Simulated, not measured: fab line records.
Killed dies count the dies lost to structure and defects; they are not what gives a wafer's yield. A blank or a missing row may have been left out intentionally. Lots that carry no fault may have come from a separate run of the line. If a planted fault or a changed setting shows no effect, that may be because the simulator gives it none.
Matching of chambers | flow berkeleyCmos170 | UCB170_M2_ETCH_17 on rieDiel-01: 4 sister chambers
The step etches BARC in N2/H2. 7 wafers are shown with their chamber, then 7 later ones without.

## WAFERS PAIRED WITH THEIR CHAMBERS
wafer  | chamber | throttleValvePct (%) | oesProductAu (a.u.)
L806.1 | 2       | 13.16                | 1.028
L807.5 | 0       | 13.33                | 0.998
L807.6 | 3       | 13.39                | 1.003
L823.2 | 0       | 13.35                | 1.018
L823.6 | 1       | 13.21                | 1.016
L824.2 | 1       | 13.19                | 1.024
L824.4 | 3       | 13.39                | 1.003

## WAFERS MISSING THEIR CHAMBER
wafer  | throttleValvePct (%) | oesProductAu (a.u.)
L824.5 | 13.36                | 1.012
L828.1 | 13.34                | 1.012
L828.4 | 13.40                | 1.006
L828.5 | 13.34                | 1.003
L827.2 | 13.33                | 1.016
L827.3 | 13.40                | 1.006
L827.4 | 13.18                | 1.009

## CHAMBER TAKEN BY EACH
wafer  | from the rows above     | in truth
L824.5 | can't be placed: 0 or 3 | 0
L828.1 | 0                       | 0
L828.4 | 3                       | 3
L828.5 | 0                       | 0
L827.2 | 0                       | 0
L827.3 | 3                       | 3
L827.4 | can't be placed: 1 or 2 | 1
Correct placement for 5 of the 7. Can't be placed from these rows: 2 (the true chamber is among the candidates in 2). Placed wrongly: 0.
How it was worked out, from the rows above alone: a wafer's distance from a chamber is the root of the sum, over the readings, of the square of ((its reading less the chamber's mean) divided by the reading's scatter). If the next closest chamber is less than 2 further off than the closest, the wafer can't be placed; otherwise it belongs to the closest. A chamber's mean is the mean of its shown wafers. The scatter: take each reading less its chamber's mean, square it, sum over the shown wafers, divide by the number of wafers less the number of chambers, and take the root.
